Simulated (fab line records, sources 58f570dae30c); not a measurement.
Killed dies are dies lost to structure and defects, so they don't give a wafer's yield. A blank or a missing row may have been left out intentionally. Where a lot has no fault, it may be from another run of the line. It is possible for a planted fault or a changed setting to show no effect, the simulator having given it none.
Which of the tools did it? || flow berkeley cmos170 || 13 lots, 39 wafers sampled, at 5 steps of a route of 331

WHAT THE GAUGES SHOWED, per wafer
UCB170_V1_THK_MEAS_01. Usual: V1_TEOS_THK gives 2009 nm (standard deviation 23).
{"lot": "L238", "measured": "day 7 15:55", "on": "film metro-02", "V1_TEOS_THK (nm)": "2023 2032 2035", "flag": ""}
{"lot": "L239", "measured": "day 7 15:53", "on": "film metro-04", "V1_TEOS_THK (nm)": "1981 2007 2005", "flag": ""}
{"lot": "L242", "measured": "day 8 10:58", "on": "film metro-02", "V1_TEOS_THK (nm)": "1991 2001 2032", "flag": ""}
{"lot": "L245", "measured": "day 8 11:01", "on": "film metro-01", "V1_TEOS_THK (nm)": "1987 2035 2014", "flag": ""}
{"lot": "L243", "measured": "day 8 11:07", "on": "film metro-01", "V1_TEOS_THK (nm)": "2011 2005 2059", "flag": ""}
{"lot": "L244", "measured": "day 8 11:07", "on": "film metro-04", "V1_TEOS_THK (nm)": "2006 2017 2041", "flag": ""}
{"lot": "L246", "measured": "day 9 10:51", "on": "film metro-04", "V1_TEOS_THK (nm)": "1987 2022 2014", "flag": ""}
{"lot": "L247", "measured": "day 9 10:52", "on": "film metro-02", "V1_TEOS_THK (nm)": "1963 2040 2009", "flag": ""}
{"lot": "L250", "measured": "day 9 16:02", "on": "film metro-01", "V1_TEOS_THK (nm)": "1985 2039 2024", "flag": ""}
{"lot": "L255", "measured": "day 11 02:28", "on": "film metro-02", "V1_TEOS_THK (nm)": "1969 2002 2006", "flag": ""}
{"lot": "L257", "measured": "day 11 16:06", "on": "film metro-04", "V1_TEOS_THK (nm)": "2026 2016 2032", "flag": ""}
{"lot": "L259", "measured": "day 11 16:19", "on": "film metro-04", "V1_TEOS_THK (nm)": "1986 1986 2011", "flag": ""}
{"lot": "L260", "measured": "day 11 16:24", "on": "film metro-04", "V1_TEOS_THK (nm)": "2003 1958 2048", "flag": ""}

UCB170_V2_THK_MEAS_01. Usual: V2_TEOS_THK gives 1999 nm (standard deviation 23).
{"lot": "L238", "measured": "day 7 21:38", "on": "film metro-02", "V2_TEOS_THK (nm)": "1958 1998 1999", "flag": ""}
{"lot": "L239", "measured": "day 7 22:16", "on": "film metro-02", "V2_TEOS_THK (nm)": "2004 1993 2003", "flag": ""}
{"lot": "L242", "measured": "day 8 18:01", "on": "film metro-02", "V2_TEOS_THK (nm)": "1988 2024 2019", "flag": ""}
{"lot": "L245", "measured": "day 8 18:37", "on": "film metro-02", "V2_TEOS_THK (nm)": "2016 2024 2044", "flag": ""}
{"lot": "L243", "measured": "day 8 19:25", "on": "film metro-02", "V2_TEOS_THK (nm)": "1974 1981 2005", "flag": ""}
{"lot": "L244", "measured": "day 8 19:19", "on": "film metro-02", "V2_TEOS_THK (nm)": "1973 2018 2022", "flag": ""}
{"lot": "L246", "measured": "day 9 16:28", "on": "film metro-03", "V2_TEOS_THK (nm)": "1968 2007 1998", "flag": ""}
{"lot": "L247", "measured": "day 9 16:07", "on": "film metro-04", "V2_TEOS_THK (nm)": "1687 1715 1994", "flag": "OFF"}
{"lot": "L250", "measured": "day 9 22:38", "on": "film metro-04", "V2_TEOS_THK (nm)": "1976 1992 1996", "flag": ""}
{"lot": "L255", "measured": "day 11 08:00", "on": "film metro-03", "V2_TEOS_THK (nm)": "1979 1969 2005", "flag": ""}
{"lot": "L257", "measured": "day 11 22:32", "on": "film metro-02", "V2_TEOS_THK (nm)": "1982 2016 2032", "flag": ""}
{"lot": "L259", "measured": "day 11 22:42", "on": "film metro-04", "V2_TEOS_THK (nm)": "1989 1972 2025", "flag": ""}
{"lot": "L260", "measured": "day 11 23:15", "on": "film metro-02", "V2_TEOS_THK (nm)": "1994 1979 2012", "flag": ""}

WHICH TOOL RAN EACH LOT (tool, then ch and the chambers of the sampled wafers, then the start)
{"lot": "L238", "UCB170_V1_CVD_00": "pecvd-03 ch 0,1,2, day 7 15:44", "UCB170_V1_STRIP_15": "plasma asher-03 ch 0,1, day 7 18:41", "UCB170_V2_CVD_00": "pecvd-04 ch 1,2, day 7 21:28"}
{"lot": "L239", "UCB170_V1_CVD_00": "pecvd-01 ch 0,1,2, day 7 15:44", "UCB170_V1_STRIP_15": "plasma asher-01 ch 0,1, day 7 18:43", "UCB170_V2_CVD_00": "pecvd-02 ch 0,1,2, day 7 22:06"}
{"lot": "L242", "UCB170_V1_CVD_00": "pecvd-03 ch 1,2, day 8 10:48", "UCB170_V1_STRIP_15": "plasma asher-03 ch 0, day 8 13:35", "UCB170_V2_CVD_00": "pecvd-01 ch 1,2, day 8 17:46"}
{"lot": "L245", "UCB170_V1_CVD_00": "pecvd-04 ch 0,1,2, day 8 10:48", "UCB170_V1_STRIP_15": "plasma asher-01 ch 0,1, day 8 13:44", "UCB170_V2_CVD_00": "pecvd-02 ch 0,1, day 8 18:26"}
{"lot": "L243", "UCB170_V1_CVD_00": "pecvd-03 ch 0,1, day 8 10:57", "UCB170_V1_STRIP_15": "plasma asher-01 ch 1, day 8 14:08", "UCB170_V2_CVD_00": "pecvd-02 ch 0,1,2, day 8 19:15"}
{"lot": "L244", "UCB170_V1_CVD_00": "pecvd-04 ch 1,2, day 8 10:57", "UCB170_V1_STRIP_15": "plasma asher-01 ch 0,1, day 8 13:52", "UCB170_V2_CVD_00": "pecvd-01 ch 1,2, day 8 19:04"}
{"lot": "L246", "UCB170_V1_CVD_00": "pecvd-03 ch 0,1, day 9 10:42", "UCB170_V1_STRIP_15": "plasma asher-01 ch 1, day 9 13:23", "UCB170_V2_CVD_00": "pecvd-01 ch 0,1, day 9 16:19"}
{"lot": "L247", "UCB170_V1_CVD_00": "pecvd-01 ch 0,1,2, day 9 10:42", "UCB170_V1_STRIP_15": "plasma asher-02 ch 0,1, day 9 13:07", "UCB170_V2_CVD_00": "pecvd-02 ch 0,1, day 9 15:57"}
{"lot": "L250", "UCB170_V1_CVD_00": "pecvd-01 ch 0,1,2, day 9 15:53", "UCB170_V1_STRIP_15": "plasma asher-01 ch 1, day 9 18:25", "UCB170_V2_CVD_00": "pecvd-01 ch 0,1,2, day 9 22:29"}
{"lot": "L255", "UCB170_V1_CVD_00": "pecvd-01 ch 0,1,2, day 11 02:18", "UCB170_V1_STRIP_15": "plasma asher-02 ch 0,1, day 11 04:49", "UCB170_V2_CVD_00": "pecvd-01 ch 0,1, day 11 07:51"}
{"lot": "L257", "UCB170_V1_CVD_00": "pecvd-01 ch 0,1,2, day 11 15:56", "UCB170_V1_STRIP_15": "plasma asher-02 ch 0,1, day 11 18:35", "UCB170_V2_CVD_00": "pecvd-01 ch 0,1,2, day 11 22:22"}
{"lot": "L259", "UCB170_V1_CVD_00": "pecvd-01 ch 0,1, day 11 16:05", "UCB170_V1_STRIP_15": "plasma asher-03 ch 0, day 11 18:52", "UCB170_V2_CVD_00": "pecvd-04 ch 0,1, day 11 22:32"}
{"lot": "L260", "UCB170_V1_CVD_00": "pecvd-04 ch 0,1,2, day 11 16:15", "UCB170_V1_STRIP_15": "plasma asher-03 ch 0,1, day 11 19:03", "UCB170_V2_CVD_00": "pecvd-01 ch 1,2, day 11 23:05"}
- UCB170_V1_CVD_00: deposits SiO2 from TEOS/O2, target thk 2000 nm, time 250 s.
- UCB170_V1_STRIP_15: strips in O2.
- UCB170_V2_CVD_00: deposits SiO2 from TEOS/O2, target thk 2000 nm, time 250 s.

AS READ BY THE TOOLS THEMSELVES (means over the sampled wafers that have a number; for cases with no such wafer, the mark the record gives instead)
UCB170_V1_CVD_00. Usual: heater power w 255 W, standard deviation 57; rf fwd power W 548.1 W, standard deviation 1.6.
{"lot": "L238", "tool": "pecvd-03", "heater power w (W)": 248, "rf fwd power W (W)": 548.6, "flag": ""}
{"lot": "L239", "tool": "pecvd-01", "heater power w (W)": 277, "rf fwd power W (W)": 549.6, "flag": ""}
{"lot": "L242", "tool": "pecvd-03", "heater power w (W)": 319, "rf fwd power W (W)": 546.3, "flag": ""}
{"lot": "L245", "tool": "pecvd-04", "heater power w (W)": 215, "rf fwd power W (W)": 545.7, "flag": ""}
{"lot": "L243", "tool": "pecvd-03", "heater power w (W)": 256, "rf fwd power W (W)": 549.0, "flag": ""}
{"lot": "L244", "tool": "pecvd-04", "heater power w (W)": 209, "rf fwd power W (W)": 548.2, "flag": ""}
{"lot": "L246", "tool": "pecvd-03", "heater power w (W)": 247, "rf fwd power W (W)": 548.0, "flag": ""}
{"lot": "L247", "tool": "pecvd-01", "heater power w (W)": 238, "rf fwd power W (W)": 548.2, "flag": ""}
{"lot": "L250", "tool": "pecvd-01", "heater power w (W)": 245, "rf fwd power W (W)": 548.7, "flag": ""}
{"lot": "L255", "tool": "pecvd-01", "heater power w (W)": 286, "rf fwd power W (W)": 548.8, "flag": ""}
{"lot": "L257", "tool": "pecvd-01", "heater power w (W)": 275, "rf fwd power W (W)": 549.7, "flag": ""}
{"lot": "L259", "tool": "pecvd-01", "heater power w (W)": 285, "rf fwd power W (W)": 548.5, "flag": ""}
{"lot": "L260", "tool": "pecvd-04", "heater power w (W)": 242, "rf fwd power W (W)": 548.9, "flag": ""}

UCB170_V1_STRIP_15. Usual: drypump motor current A 5.9 A, standard deviation 0.49; oes product au 0.722 a.u., standard deviation 0.0043; strip time to endpoint s 15.30 s, standard deviation 0.098.
{"lot": "L238", "tool": "plasma asher-03", "drypump motor current A (A)": 6.0, "oes product au (a.u.)": 0.723, "strip time to endpoint s (s)": 15.33, "flag": ""}
{"lot": "L239", "tool": "plasma asher-01", "drypump motor current A (A)": 6.2, "oes product au (a.u.)": 0.722, "strip time to endpoint s (s)": 15.21, "flag": ""}
{"lot": "L242", "tool": "plasma asher-03", "drypump motor current A (A)": 6.4, "oes product au (a.u.)": 0.717, "strip time to endpoint s (s)": 15.30, "flag": ""}
{"lot": "L245", "tool": "plasma asher-01", "drypump motor current A (A)": 5.9, "oes product au (a.u.)": 0.721, "strip time to endpoint s (s)": 15.34, "flag": ""}
{"lot": "L243", "tool": "plasma asher-01", "drypump motor current A (A)": 5.7, "oes product au (a.u.)": 0.722, "strip time to endpoint s (s)": 15.32, "flag": ""}
{"lot": "L244", "tool": "plasma asher-01", "drypump motor current A (A)": 5.9, "oes product au (a.u.)": 0.720, "strip time to endpoint s (s)": 15.37, "flag": ""}
{"lot": "L246", "tool": "plasma asher-01", "drypump motor current A (A)": 5.7, "oes product au (a.u.)": 0.721, "strip time to endpoint s (s)": 15.32, "flag": ""}
{"lot": "L247", "tool": "plasma asher-02", "drypump motor current A (A)": 5.5, "oes product au (a.u.)": 0.724, "strip time to endpoint s (s)": 15.26, "flag": ""}
{"lot": "L250", "tool": "plasma asher-01", "drypump motor current A (A)": 5.7, "oes product au (a.u.)": 0.723, "strip time to endpoint s (s)": 15.24, "flag": ""}
{"lot": "L255", "tool": "plasma asher-02", "drypump motor current A (A)": 5.4, "oes product au (a.u.)": 0.715, "strip time to endpoint s (s)": 15.47, "flag": ""}
{"lot": "L257", "tool": "plasma asher-02", "drypump motor current A (A)": 5.6, "oes product au (a.u.)": 0.727, "strip time to endpoint s (s)": 15.22, "flag": ""}
{"lot": "L259", "tool": "plasma asher-03", "drypump motor current A (A)": 6.4, "oes product au (a.u.)": 0.724, "strip time to endpoint s (s)": 15.35, "flag": ""}
{"lot": "L260", "tool": "plasma asher-03", "drypump motor current A (A)": 6.0, "oes product au (a.u.)": 0.721, "strip time to endpoint s (s)": 15.43, "flag": ""}

UCB170_V2_CVD_00. Usual: heater power w 256 W, standard deviation 55; rf fwd power W 548.5 W, standard deviation 1.6.
{"lot": "L238", "tool": "pecvd-04", "heater power w (W)": 228, "rf fwd power W (W)": 548.3, "flag": ""}
{"lot": "L239", "tool": "pecvd-02", "heater power w (W)": 293, "rf fwd power W (W)": 548.6, "flag": ""}
{"lot": "L242", "tool": "pecvd-01", "heater power w (W)": 282, "rf fwd power W (W)": 549.4, "flag": ""}
{"lot": "L245", "tool": "pecvd-02", "heater power w (W)": 269, "rf fwd power W (W)": 549.7, "flag": ""}
{"lot": "L243", "tool": "pecvd-02", "heater power w (W)": 266, "rf fwd power W (W)": 547.8, "flag": ""}
{"lot": "L244", "tool": "pecvd-01", "heater power w (W)": 307, "rf fwd power W (W)": 549.4, "flag": ""}
{"lot": "L246", "tool": "pecvd-01", "heater power w (W)": 321, "rf fwd power W (W)": 550.4, "flag": ""}
{"lot": "L247", "tool": "pecvd-02", "heater power w (W)": 352, "rf fwd power W (W)": 401.8, "flag": "OFF"}
{"lot": "L250", "tool": "pecvd-01", "heater power w (W)": 267, "rf fwd power W (W)": 548.4, "flag": ""}
{"lot": "L255", "tool": "pecvd-01", "heater power w (W)": 287, "rf fwd power W (W)": 548.2, "flag": ""}
{"lot": "L257", "tool": "pecvd-01", "heater power w (W)": 234, "rf fwd power W (W)": 547.9, "flag": ""}
{"lot": "L259", "tool": "pecvd-04", "heater power w (W)": 240, "rf fwd power W (W)": 547.9, "flag": ""}
{"lot": "L260", "tool": "pecvd-01", "heater power w (W)": 263, "rf fwd power W (W)": 548.7, "flag": ""}

THE ANSWER, worked out from the rows above alone
Rule: lot off if the mean of its wafers having a number is beyond 3 standard deviations from the usual mean. Also off: a lot with no number at a reading for which 4 or more lots have one. Where the step has rows for the other lots, those lots are counted as sound. The gauges are gone through in route order, then the tools' own readings, and for those a lot's mean is taken as printed above. The first step at which some lot is off is used, and at that step the reading that is off furthest; a lot without a number counts as furthest.
Off: L247, at UCB170_V2_THK_MEAS_01 (V2_TEOS_THK).
If a tool, at a process step before that reading, ran all the lots that are off and no sound lot after the first of them, it fits. Not tried: the gauges at UCB170_V2_THK_MEAS_01; whatever is off there is also off at UCB170_V2_CVD_00, on other tools, and gauge error can't account for it. One fits: UCB170_V2_CVD_00 on pecvd-02. A fault onset in the window from L243 (day 8 19:15, its last sound lot) to L247 (day 9 15:57, its first lot off) fits.
On the lots that are off, the tool's own readings at UCB170_V2_CVD_00 differ by more than 5 times the standard deviation of the sound lots' means, which bears it out; rf fwd power W reads 401.8 W there versus 548.7 W on the sound lots.

WHAT THE SIMULATOR PUT IN
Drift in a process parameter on pecvd-02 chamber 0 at UCB170_V2_CVD_00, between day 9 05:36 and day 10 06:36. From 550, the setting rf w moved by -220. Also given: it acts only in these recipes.
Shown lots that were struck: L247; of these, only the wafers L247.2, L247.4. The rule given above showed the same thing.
